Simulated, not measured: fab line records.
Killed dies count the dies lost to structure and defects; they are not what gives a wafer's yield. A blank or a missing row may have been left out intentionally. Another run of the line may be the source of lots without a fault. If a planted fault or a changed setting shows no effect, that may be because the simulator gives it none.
Problem report, 8D (eight disciplines) form, completed by code ; flow rit-cmos ; the parts of the form that need people (team, actions taken, sign-off) are left out

1. PROBLEM STATEMENT
Mean of spin-speed-rpm at RIT_PSD_COAT_01: 3421.1 rpm across 6 wafers in 2 lots; on wafers with no fault it is 3250.0 rpm (standard deviation 2.3). Measured from the usual mean, that is +74 standard deviations.
The step: resist thk 1000 nm.
Seen first at day 4 06:10 on litho-track-02, wafer L381.1. Wafers with a number at this step in the record: 18, from 6 lots. Rule for "out", or "out of limits": more than 4 standard deviations from the usual mean. All remaining wafers that have a number are taken as sound.

2. WHAT THIS IS AND IS NOT
question;is;is not
which readings at this step;spin-speed-rpm;dispense-pressure-kPa, exhaust-pa
which lots;L381, L387;L375, L376, L391, L395
which wafers of those lots;all that have a number;-
read on which tools;litho-track-02;litho-track-01, litho-track-03
when;from day 4 06:10;"up to then (6 sound wafers); but 6 sound wafers of L391, L395 came after"

3. THE SUSPECTS, EACH WITH WHAT RULES IT OUT
Counting: a tool at a process step up to the reading stays a suspect if it ran every lot that is out and no sound lot after the first of them.
- litho-track-02 at RIT_PSD_COAT_01 (resist thk 1000 nm): kept. It ran every lot that is out, first L381 (day 4 06:10), and no sound lot after that. Out on those wafers are its own readings of spin-speed-rpm.
After counting, what remains is litho-track-02 at RIT_PSD_COAT_01.

4. THE CAUSE (what the simulator had put in)
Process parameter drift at RIT_PSD_COAT_01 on litho-track-02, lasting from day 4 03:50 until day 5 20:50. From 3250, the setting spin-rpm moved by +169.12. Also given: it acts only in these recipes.
The count eliminated every tool but this one.

5. THE EFFECT CHAIN, in route order
Rows list readings where the struck wafers' mean (over those with a number) sits beyond 3 standard deviations from the usual. Only readings whose record carries a usual standard deviation are examined. hours: median over the lots of the time between each lot's start at the first step of this table that gives one and its start at this step. sigmas: the change, counted in usual standard deviations.
hours;step;reading;usual;on struck wafers;change;sigmas
0;RIT_PSD_COAT_01;spin-speed-rpm;3250.0 rpm;3421.1;+171.1;+74
It contains these process steps:
- RIT_PSD_COAT_01: resist thk 1000 nm.
Later measuring or inspecting steps at which every struck wafer that the step has a row for has a number for every such reading, and none has moved that far: RIT_PSD_OVL_MEAS_06.

6. HOW IT WOULD HAVE BEEN CAUGHT EARLIER
In this record the first reading out of limits was taken at day 4 06:10, 2 hours after the fault began at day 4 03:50.
